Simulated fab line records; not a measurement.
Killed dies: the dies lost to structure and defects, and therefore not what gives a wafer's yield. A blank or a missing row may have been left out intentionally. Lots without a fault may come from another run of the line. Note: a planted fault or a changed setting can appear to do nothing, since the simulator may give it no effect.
fab line records || flow ritCmos
record {"lots": 6, "wafers": 18, "lastDay": 6}
route steps=202 shown NLDD@111 PLDD@114 M1@202
lots untouched by any fault: they come from a run of this same line in which no faults occurred
startH: the number of hours between the record's first day and the start of the first shown wafer of the lot || waitH: how many hours have passed since the lot's step before this one || " same as the row above || L1.1+2: a single row standing in for several wafers || - value missing, or start not given || * or withheld: withheld || < > ~ a bound
route shown NAME@n: names a module that has steps shown in the file, with the first one's number in the route || usual: mean/standard deviation taken from wafers without a fault || same: alike in all rows || chamber/n: place in a boat || sites: per-site readings || _std_site: the standard deviation of these || _edge_site: inner sites' mean taken away from outer sites' mean || radiusMm: for every site, how far away it sits from the centre of the wafer || mask NAME#n: copy n || behind: the most recent tool/chamber to have shaped the wafer || hold: why the lot was held/for how many hours/how that ended || device: which transistor (n, p or np) failed to switch || end of line: tests of these same wafers at the route's end || for a step that has no rows: nothing shown but its recipe || killed: count of dies lost to structure and defects at first sort (not the wafer's yield) || map: per-die view of a wafer (x killed, . not killed, _ where there is no die)
set.NAME: the run value of the setting; set.NAME@STEP: its run value at that earlier step || model.NAME: the simulator's own value behind a step, which no gauge read
a table for each step, a row for each wafer; lots at some steps of the route
services: a tool's chamber out of use, with start hour (startH, from the record's first day; less than 0 if before it), hours out, and reason
## steps
# step RIT_NLDD_IMPLANT_08
# recipe {"species": "P", "energyKev": 20, "doseCm2": 5e+14, "tiltDeg": 7}
# step RIT_NLDD_STRIP_09
# recipe {"chemistry": "O2", "timeS": 180, "resist": "NOVOLAK", "platenTempC": "withheld", "powerW": 500, "pressureMtorr": 4000, "o2FlowSccm": 4000}
# usual {"drypumpMotorCurrentA": "5.2/0.36", "o2FlowSccm": "4000/13"}
{"lot.wafer": "L359.2", "tool": "plasmaAsher-02", "chamber": 1, "startH": 43.81, "waitH": 0.1, "drypumpMotorCurrentA": 4.9, "o2FlowSccm": 4006, "rfHoursCounterH": 38}
{"lot.wafer": "L359.3", "tool": "plasmaAsher-02", "chamber": 0, "startH": 43.81, "waitH": 0.1, "drypumpMotorCurrentA": 5.9, "o2FlowSccm": 4000, "rfHoursCounterH": "-"}
{"lot.wafer": "L359.4", "tool": "plasmaAsher-02", "chamber": 1, "startH": 43.81, "waitH": 0.1, "drypumpMotorCurrentA": 4.9, "o2FlowSccm": 3972, "rfHoursCounterH": "-"}
{"lot.wafer": "L363.4", "tool": "plasmaAsher-02", "chamber": 1, "startH": 63.88, "waitH": 0.1, "drypumpMotorCurrentA": 4.9, "o2FlowSccm": 4010, "rfHoursCounterH": "-"}
{"lot.wafer": "L363.5", "tool": "plasmaAsher-02", "chamber": 1, "startH": 63.88, "waitH": 0.1, "drypumpMotorCurrentA": 4.9, "o2FlowSccm": 4010, "rfHoursCounterH": "-"}
{"lot.wafer": "L363.6", "tool": "plasmaAsher-02", "chamber": 0, "startH": 63.88, "waitH": 0.1, "drypumpMotorCurrentA": 5.9, "o2FlowSccm": 4020, "rfHoursCounterH": "-"}
{"lot.wafer": "L366.3", "tool": "plasmaAsher-01", "chamber": 1, "startH": 78.45, "waitH": 0.1, "drypumpMotorCurrentA": 5.3, "o2FlowSccm": 3993, "rfHoursCounterH": "-"}
{"lot.wafer": "L366.4", "tool": "plasmaAsher-01", "chamber": 0, "startH": 78.45, "waitH": 0.1, "drypumpMotorCurrentA": 5.1, "o2FlowSccm": 4010, "rfHoursCounterH": "-"}
{"lot.wafer": "L366.6", "tool": "plasmaAsher-01", "chamber": 1, "startH": 78.45, "waitH": 0.1, "drypumpMotorCurrentA": 5.3, "o2FlowSccm": 4005, "rfHoursCounterH": "-"}
{"lot.wafer": "L369.2", "tool": "plasmaAsher-01", "chamber": 0, "startH": 96.09, "waitH": 0.1, "drypumpMotorCurrentA": 5.1, "o2FlowSccm": 4000, "rfHoursCounterH": 45}
{"lot.wafer": "L369.4", "tool": "plasmaAsher-01", "chamber": 0, "startH": 96.09, "waitH": 0.1, "drypumpMotorCurrentA": 5.1, "o2FlowSccm": 4024, "rfHoursCounterH": "-"}
{"lot.wafer": "L369.6", "tool": "plasmaAsher-01", "chamber": 1, "startH": 96.09, "waitH": 0.1, "drypumpMotorCurrentA": 5.3, "o2FlowSccm": 4004, "rfHoursCounterH": "-"}
{"lot.wafer": "L375.2", "tool": "plasmaAsher-04", "chamber": 0, "startH": 123.52, "waitH": 0.1, "drypumpMotorCurrentA": 4.8, "o2FlowSccm": 4021, "rfHoursCounterH": 0}
{"lot.wafer": "L375.3", "tool": "plasmaAsher-04", "chamber": 0, "startH": 123.52, "waitH": 0.1, "drypumpMotorCurrentA": 4.8, "o2FlowSccm": 4011, "rfHoursCounterH": "-"}
{"lot.wafer": "L375.6", "tool": "plasmaAsher-04", "chamber": 1, "startH": 123.52, "waitH": 0.1, "drypumpMotorCurrentA": 5.4, "o2FlowSccm": 3995, "rfHoursCounterH": "-"}
{"lot.wafer": "L378.3", "tool": "plasmaAsher-01", "chamber": 0, "startH": 140.72, "waitH": 0.1, "drypumpMotorCurrentA": 5.1, "o2FlowSccm": 4014, "rfHoursCounterH": "-"}
{"lot.wafer": "L378.5", "tool": "plasmaAsher-01", "chamber": 1, "startH": 140.72, "waitH": 0.1, "drypumpMotorCurrentA": 5.3, "o2FlowSccm": 3975, "rfHoursCounterH": "-"}
{"lot.wafer": "L378.6", "tool": "plasmaAsher-01", "chamber": 0, "startH": 140.72, "waitH": 0.1, "drypumpMotorCurrentA": 5.1, "o2FlowSccm": 3994, "rfHoursCounterH": "-"}
# step RIT_NLDD_TW_MEAS_10
# usual {"NLDD_TW": "2515/31"}
{"lot.wafer": "L359.2", "tool": "filmMetro-02", "chamber": "-", "startH": 44.00, "waitH": 0.1, "NLDD_TW": 2470}
{"lot.wafer": "L359.3", "tool": "filmMetro-02", "chamber": "-", "startH": 44.00, "waitH": 0.1, "NLDD_TW": 2476}
{"lot.wafer": "L359.4", "tool": "filmMetro-02", "chamber": "-", "startH": 44.00, "waitH": 0.1, "NLDD_TW": 2472}
{"lot.wafer": "L363.4", "tool": "filmMetro-01", "chamber": "-", "startH": 64.03, "waitH": 0.1, "NLDD_TW": 2504}
{"lot.wafer": "L363.5", "tool": "filmMetro-01", "chamber": "-", "startH": 64.03, "waitH": 0.1, "NLDD_TW": 2483}
{"lot.wafer": "L363.6", "tool": "filmMetro-01", "chamber": "-", "startH": 64.03, "waitH": 0.1, "NLDD_TW": 2499}
{"lot.wafer": "L366.3", "tool": "filmMetro-02", "chamber": "-", "startH": 78.58, "waitH": 0.1, "NLDD_TW": 2497}
{"lot.wafer": "L366.4", "tool": "filmMetro-02", "chamber": "-", "startH": 78.58, "waitH": 0.1, "NLDD_TW": 2495}
{"lot.wafer": "L366.6", "tool": "filmMetro-02", "chamber": "-", "startH": 78.58, "waitH": 0.1, "NLDD_TW": 2489}
{"lot.wafer": "L369.2", "tool": "filmMetro-01", "chamber": "-", "startH": 96.27, "waitH": 0.1, "NLDD_TW": 2526}
{"lot.wafer": "L369.4", "tool": "filmMetro-01", "chamber": "-", "startH": 96.27, "waitH": 0.1, "NLDD_TW": 2519}
{"lot.wafer": "L369.6", "tool": "filmMetro-01", "chamber": "-", "startH": 96.27, "waitH": 0.1, "NLDD_TW": 2529}
{"lot.wafer": "L375.2", "tool": "filmMetro-02", "chamber": "-", "startH": 123.71, "waitH": 0.1, "NLDD_TW": 2486}
{"lot.wafer": "L375.3", "tool": "filmMetro-02", "chamber": "-", "startH": 123.71, "waitH": 0.1, "NLDD_TW": 2486}
{"lot.wafer": "L375.6", "tool": "filmMetro-02", "chamber": "-", "startH": 123.71, "waitH": 0.1, "NLDD_TW": 2477}
{"lot.wafer": "L378.3", "tool": "filmMetro-04", "chamber": "-", "startH": 140.86, "waitH": 0.1, "NLDD_TW": 2550}
{"lot.wafer": "L378.5", "tool": "filmMetro-04", "chamber": "-", "startH": 140.86, "waitH": 0.1, "NLDD_TW": 2531}
{"lot.wafer": "L378.6", "tool": "filmMetro-04", "chamber": "-", "startH": 140.86, "waitH": 0.1, "NLDD_TW": 2557}
# step RIT_PLDD_HMDS_00
# recipe {"primeTimeS": 60, "primeTempC": 140}
# step RIT_PLDD_COAT_01
# recipe {"resist": "NOVOLAK", "spinRpm": 3250, "resistThkNm": 1000}
# step RIT_PLDD_SOFTBAKE_02
# recipe {"resist": "NOVOLAK", "tempC": 90, "timeS": 60}
# step RIT_PLDD_EXPOSE_03
# recipe {"maskId": "M8", "na": 0.57, "targetCdNm": 40900, "doseMj": 250}
# step RIT_PLDD_PEB_04
# recipe {"resist": "NOVOLAK", "tempC": "withheld", "timeS": "withheld"}
# step RIT_PLDD_DEVELOP_05
# recipe {"resist": "NOVOLAK", "developTimeS": 48.45, "devTempC": 23}
# step RIT_PLDD_OVL_MEAS_06
# usual {"PLDD_OVL": "0.0/1.4"}
{"lot.wafer": "L359.2", "tool": "overlay-02", "chamber": "-", "startH": 44.90, "waitH": "-", "PLDD_OVL[nm]": 0.3}
{"lot.wafer": "L359.3", "tool": "overlay-02", "chamber": "-", "startH": 44.90, "waitH": "-", "PLDD_OVL[nm]": 0.1}
{"lot.wafer": "L359.4", "tool": "overlay-02", "chamber": "-", "startH": 44.90, "waitH": "-", "PLDD_OVL[nm]": 0.9}
{"lot.wafer": "L363.4", "tool": "overlay-01", "chamber": "-", "startH": 65.05, "waitH": "-", "PLDD_OVL[nm]": -1.3}
{"lot.wafer": "L363.5", "tool": "overlay-01", "chamber": "-", "startH": 65.05, "waitH": "-", "PLDD_OVL[nm]": -2.6}
{"lot.wafer": "L363.6", "tool": "overlay-01", "chamber": "-", "startH": 65.05, "waitH": "-", "PLDD_OVL[nm]": -0.3}
{"lot.wafer": "L366.3", "tool": "overlay-02", "chamber": "-", "startH": 79.61, "waitH": "-", "PLDD_OVL[nm]": 0.6}
{"lot.wafer": "L366.4", "tool": "overlay-02", "chamber": "-", "startH": 79.61, "waitH": "-", "PLDD_OVL[nm]": 0.1}
{"lot.wafer": "L366.6", "tool": "overlay-02", "chamber": "-", "startH": 79.61, "waitH": "-", "PLDD_OVL[nm]": 0.5}
{"lot.wafer": "L369.2", "tool": "overlay-02", "chamber": "-", "startH": 97.30, "waitH": "-", "PLDD_OVL[nm]": -0.2}
{"lot.wafer": "L369.4", "tool": "overlay-02", "chamber": "-", "startH": 97.30, "waitH": "-", "PLDD_OVL[nm]": 0.2}
{"lot.wafer": "L369.6", "tool": "overlay-02", "chamber": "-", "startH": 97.30, "waitH": "-", "PLDD_OVL[nm]": 1.3}
{"lot.wafer": "L375.2", "tool": "overlay-01", "chamber": "-", "startH": 124.62, "waitH": "-", "PLDD_OVL[nm]": -1.7}
{"lot.wafer": "L375.3", "tool": "overlay-01", "chamber": "-", "startH": 124.62, "waitH": "-", "PLDD_OVL[nm]": -0.9}
{"lot.wafer": "L375.6", "tool": "overlay-01", "chamber": "-", "startH": 124.62, "waitH": "-", "PLDD_OVL[nm]": -3.3}
{"lot.wafer": "L378.3", "tool": "overlay-01", "chamber": "-", "startH": 141.76, "waitH": "-", "PLDD_OVL[nm]": -0.9}
{"lot.wafer": "L378.5", "tool": "overlay-01", "chamber": "-", "startH": 141.76, "waitH": "-", "PLDD_OVL[nm]": -1.0}
{"lot.wafer": "L378.6", "tool": "overlay-01", "chamber": "-", "startH": 141.76, "waitH": "-", "PLDD_OVL[nm]": 0.7}
# step RIT_PLDD_HARDBAKE_07
# recipe {"resist": "NOVOLAK", "tempC": 140, "timeS": 60}
# step RIT_PLDD_IMPLANT_08
# recipe {"species": "BF2", "energyKev": 20, "doseCm2": 9e+14, "tiltDeg": 7}
# step RIT_PLDD_STRIP_09
# recipe {"chemistry": "O2", "timeS": 180, "resist": "NOVOLAK", "platenTempC": "withheld", "powerW": 500, "pressureMtorr": 4000, "o2FlowSccm": 4000}
# usual {"drypumpMotorCurrentA": "5.5/0.52", "o2FlowSccm": "4000/13"}
{"lot.wafer": "L359.2", "tool": "plasmaAsher-02", "chamber": 0, "startH": 45.23, "waitH": 0.1, "drypumpMotorCurrentA": 5.9, "o2FlowSccm": 4000, "rfHoursCounterH": 38}
{"lot.wafer": "L359.3", "tool": "plasmaAsher-02", "chamber": 1, "startH": 45.23, "waitH": 0.1, "drypumpMotorCurrentA": 4.9, "o2FlowSccm": 3987, "rfHoursCounterH": "-"}
{"lot.wafer": "L359.4", "tool": "plasmaAsher-02", "chamber": 0, "startH": 45.23, "waitH": 0.1, "drypumpMotorCurrentA": 5.9, "o2FlowSccm": 4020, "rfHoursCounterH": "-"}
{"lot.wafer": "L363.4", "tool": "plasmaAsher-02", "chamber": 1, "startH": 65.43, "waitH": 0.1, "drypumpMotorCurrentA": 4.9, "o2FlowSccm": 1983, "rfHoursCounterH": "-"}
{"lot.wafer": "L363.5", "tool": "plasmaAsher-02", "chamber": 0, "startH": 65.43, "waitH": 0.1, "drypumpMotorCurrentA": 5.9, "o2FlowSccm": 3994, "rfHoursCounterH": "-"}
{"lot.wafer": "L363.6", "tool": "plasmaAsher-02", "chamber": 1, "startH": 65.43, "waitH": 0.1, "drypumpMotorCurrentA": 4.9, "o2FlowSccm": 1991, "rfHoursCounterH": "-"}
{"lot.wafer": "L366.3", "tool": "plasmaAsher-02", "chamber": 1, "startH": 79.99, "waitH": 0.1, "drypumpMotorCurrentA": 4.9, "o2FlowSccm": 1989, "rfHoursCounterH": "-"}
{"lot.wafer": "L366.4", "tool": "plasmaAsher-02", "chamber": 0, "startH": 79.99, "waitH": 0.1, "drypumpMotorCurrentA": 5.9, "o2FlowSccm": 4003, "rfHoursCounterH": "-"}
{"lot.wafer": "L366.6", "tool": "plasmaAsher-02", "chamber": 1, "startH": 79.99, "waitH": 0.1, "drypumpMotorCurrentA": 4.9, "o2FlowSccm": 1971, "rfHoursCounterH": "-"}
{"lot.wafer": "L369.2", "tool": "plasmaAsher-04", "chamber": 1, "startH": 97.63, "waitH": 0.1, "drypumpMotorCurrentA": 5.4, "o2FlowSccm": 4010, "rfHoursCounterH": 46}
{"lot.wafer": "L369.4", "tool": "plasmaAsher-04", "chamber": 1, "startH": 97.63, "waitH": 0.1, "drypumpMotorCurrentA": 5.4, "o2FlowSccm": 3999, "rfHoursCounterH": "-"}
{"lot.wafer": "L369.6", "tool": "plasmaAsher-04", "chamber": 1, "startH": 97.63, "waitH": 0.1, "drypumpMotorCurrentA": 5.4, "o2FlowSccm": 4007, "rfHoursCounterH": "-"}
{"lot.wafer": "L375.2", "tool": "plasmaAsher-04", "chamber": 1, "startH": 124.95, "waitH": 0.1, "drypumpMotorCurrentA": 5.4, "o2FlowSccm": 4003, "rfHoursCounterH": 1}
{"lot.wafer": "L375.3", "tool": "plasmaAsher-04", "chamber": 0, "startH": 124.95, "waitH": 0.1, "drypumpMotorCurrentA": 4.8, "o2FlowSccm": 4016, "rfHoursCounterH": "-"}
{"lot.wafer": "L375.6", "tool": "plasmaAsher-04", "chamber": 1, "startH": 124.95, "waitH": 0.1, "drypumpMotorCurrentA": 5.4, "o2FlowSccm": 4010, "rfHoursCounterH": "-"}
{"lot.wafer": "L378.3", "tool": "plasmaAsher-04", "chamber": 1, "startH": 142.14, "waitH": 0.1, "drypumpMotorCurrentA": 5.4, "o2FlowSccm": 4008, "rfHoursCounterH": "-"}
{"lot.wafer": "L378.5", "tool": "plasmaAsher-04", "chamber": 1, "startH": 142.14, "waitH": 0.1, "drypumpMotorCurrentA": 5.4, "o2FlowSccm": 4007, "rfHoursCounterH": "-"}
{"lot.wafer": "L378.6", "tool": "plasmaAsher-04", "chamber": 0, "startH": 142.14, "waitH": 0.1, "drypumpMotorCurrentA": 4.8, "o2FlowSccm": 3990, "rfHoursCounterH": "-"}
# step RIT_PLDD_TW_MEAS_10
# usual {"PLDD_TW": "2366/27"}
{"lot.wafer": "L359.2", "tool": "filmMetro-02", "chamber": "-", "startH": 45.42, "waitH": 0.1, "PLDD_TW": 2337}
{"lot.wafer": "L359.3", "tool": "filmMetro-02", "chamber": "-", "startH": 45.42, "waitH": 0.1, "PLDD_TW": 2338}
{"lot.wafer": "L359.4", "tool": "filmMetro-02", "chamber": "-", "startH": 45.42, "waitH": 0.1, "PLDD_TW": 2334}
{"lot.wafer": "L363.4", "tool": "filmMetro-02", "chamber": "-", "startH": 65.57, "waitH": 0.1, "PLDD_TW": 2337}
{"lot.wafer": "L363.5", "tool": "filmMetro-02", "chamber": "-", "startH": 65.57, "waitH": 0.1, "PLDD_TW": 2331}
{"lot.wafer": "L363.6", "tool": "filmMetro-02", "chamber": "-", "startH": 65.57, "waitH": 0.1, "PLDD_TW": 2343}
{"lot.wafer": "L366.3", "tool": "filmMetro-02", "chamber": "-", "startH": 80.13, "waitH": 0.1, "PLDD_TW": 2351}
{"lot.wafer": "L366.4", "tool": "filmMetro-02", "chamber": "-", "startH": 80.13, "waitH": 0.1, "PLDD_TW": 2350}
{"lot.wafer": "L366.6", "tool": "filmMetro-02", "chamber": "-", "startH": 80.13, "waitH": 0.1, "PLDD_TW": 2342}
{"lot.wafer": "L369.2", "tool": "filmMetro-04", "chamber": "-", "startH": 97.82, "waitH": 0.1, "PLDD_TW": 2408}
{"lot.wafer": "L369.4", "tool": "filmMetro-04", "chamber": "-", "startH": 97.82, "waitH": 0.1, "PLDD_TW": 2405}
{"lot.wafer": "L369.6", "tool": "filmMetro-04", "chamber": "-", "startH": 97.82, "waitH": 0.1, "PLDD_TW": 2398}
{"lot.wafer": "L375.2", "tool": "filmMetro-02", "chamber": "-", "startH": 125.13, "waitH": 0.1, "PLDD_TW": 2340}
{"lot.wafer": "L375.3", "tool": "filmMetro-02", "chamber": "-", "startH": 125.13, "waitH": 0.1, "PLDD_TW": 2343}
{"lot.wafer": "L375.6", "tool": "filmMetro-02", "chamber": "-", "startH": 125.13, "waitH": 0.1, "PLDD_TW": 2333}
{"lot.wafer": "L378.3", "tool": "filmMetro-02", "chamber": "-", "startH": 142.28, "waitH": 0.1, "PLDD_TW": 2350}
{"lot.wafer": "L378.5", "tool": "filmMetro-02", "chamber": "-", "startH": 142.28, "waitH": 0.1, "PLDD_TW": 2342}
{"lot.wafer": "L378.6", "tool": "filmMetro-02", "chamber": "-", "startH": 142.28, "waitH": 0.1, "PLDD_TW": 2334}
# step RIT_M1_PROBE_99
# usual {"killedAtContacts": "0.1/0.31", "killedAtFrontEnd": "7/3.2", "killedDies": "7/3.2", "killedOpen": "3.6/1.9", "killedShort": "3.6/2"}
# same {"grossDies": 264, "killed_at_M0_to_M3": 0, "killed_at_M4_up": 0, "killedAtBackSide": 0, "killedAtOther": 0}
{"lot.wafer": "L359.2", "tool": "prober-02", "chamber": "-", "startH": 59.04, "waitH": 0.1, "killedAtContacts": 0, "killedAtFrontEnd": 14, "killedDies": 14, "killedOpen": 9, "killedShort": 5}
{"lot.wafer": "L359.3", "tool": "prober-02", "chamber": "-", "startH": 59.09, "waitH": 0.2, "killedAtContacts": 0, "killedAtFrontEnd": 8, "killedDies": 8, "killedOpen": 5, "killedShort": 3}
{"lot.wafer": "L359.4", "tool": "prober-02", "chamber": "-", "startH": 59.14, "waitH": 0.2, "killedAtContacts": 0, "killedAtFrontEnd": 11, "killedDies": 11, "killedOpen": 7, "killedShort": 4}
{"lot.wafer": "L363.4", "tool": "prober-02", "chamber": "-", "startH": 80.13, "waitH": 0.2, "killedAtContacts": 1, "killedAtFrontEnd": 5, "killedDies": 6, "killedOpen": 2, "killedShort": 4}
{"lot.wafer": "L363.5", "tool": "prober-02", "chamber": "-", "startH": 80.18, "waitH": 0.2, "killedAtContacts": 1, "killedAtFrontEnd": 5, "killedDies": 6, "killedOpen": 4, "killedShort": 2}
{"lot.wafer": "L363.6", "tool": "prober-02", "chamber": "-", "startH": 80.23, "waitH": 0.2, "killedAtContacts": 1, "killedAtFrontEnd": 3, "killedDies": 4, "killedOpen": 4, "killedShort": 0}
{"lot.wafer": "L366.3", "tool": "prober-01", "chamber": "-", "startH": 94.89, "waitH": 0.2, "killedAtContacts": 0, "killedAtFrontEnd": 5, "killedDies": 5, "killedOpen": 3, "killedShort": 2}
{"lot.wafer": "L366.4", "tool": "prober-01", "chamber": "-", "startH": 94.94, "waitH": 0.2, "killedAtContacts": 0, "killedAtFrontEnd": 5, "killedDies": 5, "killedOpen": 0, "killedShort": 5}
{"lot.wafer": "L366.6", "tool": "prober-01", "chamber": "-", "startH": 95.04, "waitH": 0.2, "killedAtContacts": 0, "killedAtFrontEnd": 6, "killedDies": 6, "killedOpen": 5, "killedShort": 1}
{"lot.wafer": "L369.2", "tool": "prober-02", "chamber": "-", "startH": 111.83, "waitH": 0.1, "killedAtContacts": 0, "killedAtFrontEnd": 8, "killedDies": 8, "killedOpen": 5, "killedShort": 3}
{"lot.wafer": "L369.4", "tool": "prober-02", "chamber": "-", "startH": 111.93, "waitH": 0.2, "killedAtContacts": 0, "killedAtFrontEnd": 5, "killedDies": 5, "killedOpen": 5, "killedShort": 0}
{"lot.wafer": "L369.6", "tool": "prober-02", "chamber": "-", "startH": 112.03, "waitH": 0.2, "killedAtContacts": 0, "killedAtFrontEnd": 11, "killedDies": 11, "killedOpen": 5, "killedShort": 6}
{"lot.wafer": "L375.2", "tool": "prober-02", "chamber": "-", "startH": 138.58, "waitH": 0.1, "killedAtContacts": 0, "killedAtFrontEnd": 5, "killedDies": 5, "killedOpen": 4, "killedShort": 1}
{"lot.wafer": "L375.3", "tool": "prober-02", "chamber": "-", "startH": 138.63, "waitH": 0.2, "killedAtContacts": 0, "killedAtFrontEnd": 6, "killedDies": 6, "killedOpen": 4, "killedShort": 2}
{"lot.wafer": "L375.6", "tool": "prober-02", "chamber": "-", "startH": 138.78, "waitH": 0.2, "killedAtContacts": 0, "killedAtFrontEnd": 3, "killedDies": 3, "killedOpen": 1, "killedShort": 2}
{"lot.wafer": "L378.3", "tool": "prober-01", "chamber": "-", "startH": 155.56, "waitH": 0.2, "killedAtContacts": 0, "killedAtFrontEnd": 15, "killedDies": 15, "killedOpen": 6, "killedShort": 9}
{"lot.wafer": "L378.5", "tool": "prober-01", "chamber": "-", "startH": 155.66, "waitH": 0.2, "killedAtContacts": 0, "killedAtFrontEnd": 15, "killedDies": 15, "killedOpen": 10, "killedShort": 4}
{"lot.wafer": "L378.6", "tool": "prober-01", "chamber": "-", "startH": 155.71, "waitH": 0.2, "killedAtContacts": 0, "killedAtFrontEnd": 15, "killedDies": 15, "killedOpen": 4, "killedShort": 8}
# killed by level:class
L359.2 GATE:geometricParticle:short=4 FOX2:geometricParticle:open=2 GATE:geometricParticle:open=2 REOX:geometricParticle:open=2 FOX1:geometricParticle:short=1 FOX1:geometricParticle:open=1 SPACER:geometricParticle:open=1 SILICIDE:geometricParticle:open=1
L359.3 FOX1:geometricParticle:open=2 FOX2:geometricParticle:open=1 GATE:geometricParticle:short=1 REOX:geometricParticle:short=1 SPACER:geometricParticle:open=1 SILICIDE:geometricParticle:short=1 SILICIDE:geometricParticle:open=1
L359.4 SPACER:geometricParticle:open=3 FOX2:geometricParticle:open=2 GATE:geometricParticle:short=2 FOX1:geometricParticle:short=1 FOX2:geometricParticle:short=1 GATE:geometricParticle:open=1 SILICIDE:geometricParticle:open=1
L363.4 REOX:geometricParticle:short=2 GATE:geometricParticle:short=1 REOX:geometricParticle:open=1 SPACER:geometricParticle:open=1 CONTACT:geometricParticle:short=1
L363.5 FOX1:geometricParticle:open=1 REOX:geometricParticle:open=1 REOX:geometricParticle:short=1 SPACER:geometricParticle:short=1 SILICIDE:geometricParticle:open=1 CONTACT:geometricParticle:open=1
L363.6 GATE:geometricParticle:open=1 REOX:geometricParticle:open=1 SPACER:geometricParticle:open=1 CONTACT:geometricParticle:open=1
L366.3 GATE:geometricParticle:open=2 FOX1:geometricParticle:short=1 FOX2:geometricParticle:short=1 SPACER:geometricParticle:open=1
L366.4 SILICIDE:geometricParticle:short=3 FOX1:geometricParticle:short=1 GATE:geometricParticle:short=1
L366.6 SILICIDE:geometricParticle:open=4 FOX1:geometricParticle:short=1 FOX1:geometricParticle:open=1
L369.2 GATE:geometricParticle:short=3 FOX1:geometricParticle:open=1 GATE:geometricParticle:open=1 REOX:geometricParticle:open=1 SPACER:geometricParticle:open=1 SILICIDE:geometricParticle:open=1
L369.4 SPACER:geometricParticle:open=3 ACTIVE:geometricParticle:open=1 REOX:geometricParticle:open=1
L369.6 GATE:geometricParticle:short=3 GATE:geometricParticle:open=2 REOX:geometricParticle:open=2 REOX:geometricParticle:short=1 SPACER:geometricParticle:open=1 SPACER:geometricParticle:short=1 SILICIDE:geometricParticle:short=1
L375.2 GATE:geometricParticle:open=2 FOX1:geometricParticle:open=1 REOX:geometricParticle:open=1 SPACER:geometricParticle:short=1
L375.3 FOX1:geometricParticle:open=2 GATE:geometricParticle:short=1 SPACER:geometricParticle:open=1 SPACER:geometricParticle:short=1 SILICIDE:geometricParticle:open=1
L375.6 FOX1:geometricParticle:open=1 GATE:geometricParticle:short=1 SPACER:geometricParticle:short=1
L378.3 GATE:geometricParticle:short=5 FOX2:geometricParticle:short=3 GATE:geometricParticle:open=3 FOX1:geometricParticle:open=1 FOX1:geometricParticle:short=1 FOX2:geometricParticle:open=1 SILICIDE:geometricParticle:open=1
L378.5 FOX2:geometricParticle:open=4 GATE:geometricParticle:open=4 FOX2:geometricParticle:short=2 GATE:geometricParticle:short=2 SPACER:geometricParticle:open=2 PLDD:coatMicrobubblePrinted=1
L378.6 GATE:geometricParticle:short=3 SILICIDE:geometricParticle:short=3 PLDD:coatMicrobubblePrinted=3 SPACER:geometricParticle:open=2 FOX1:geometricParticle:open=1 FOX2:geometricParticle:short=1 GATE:geometricParticle:open=1 SPACER:geometricParticle:short=1
## services
{"tool": "plasmaAsher-01", "chamber": "-", "startH": 71.10, "hours": 1.1, "kind": "repair"}
{"tool": "plasmaAsher-04", "chamber": "-", "startH": 93.70, "hours": 0.7, "kind": "repair"}
{"tool": "plasmaAsher-04", "chamber": "-", "startH": 108.75, "hours": 9.0, "kind": "pm"}
{"tool": "plasmaAsher-04", "chamber": 0, "startH": 108.75, "hours": 9.0, "kind": "ventCycle"}
{"tool": "plasmaAsher-04", "chamber": 1, "startH": 108.75, "hours": 9.0, "kind": "ventCycle"}
{"tool": "plasmaAsher-04", "chamber": "-", "startH": 117.75, "hours": 2.8, "kind": "pm"}
{"tool": "plasmaAsher-04", "chamber": 0, "startH": 117.75, "hours": "-", "kind": "clean"}
{"tool": "plasmaAsher-04", "chamber": 1, "startH": 117.75, "hours": "-", "kind": "clean"}
## key
firstSign {"step": "RIT_PLDD_STRIP_09", "reading": "o2FlowSccm", "direction": "down", "sigmas": "99+", "usual": 4000, "struck": 1984}
effect none on later readings
metAt RIT_PLDD_STRIP_09
struckWafers L363.4,L363.6,L366.3,L366.6
testerLeftOut L363,L366
onsetBetween 45.23 65.43
fault {"kind": "processParameterDrift", "tool": "plasmaAsher-02", "chamber": 1, "onsetH": 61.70, "steps": "RIT_PLDD_STRIP_09", "channel": "o2FlowSccm", "offset": -2000, "shape": "step", "endH": 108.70, "actsIn": "theseRecipesOnly", "stated": 4000}
# testerLeftOut: of these lots the tester's yield and bins aren't shown, on N5 and GAA mostly nor the transistor test; their killed dies are dies lost to structure and defects alone, not to doping, threshold or leakage, so they don't give the yield
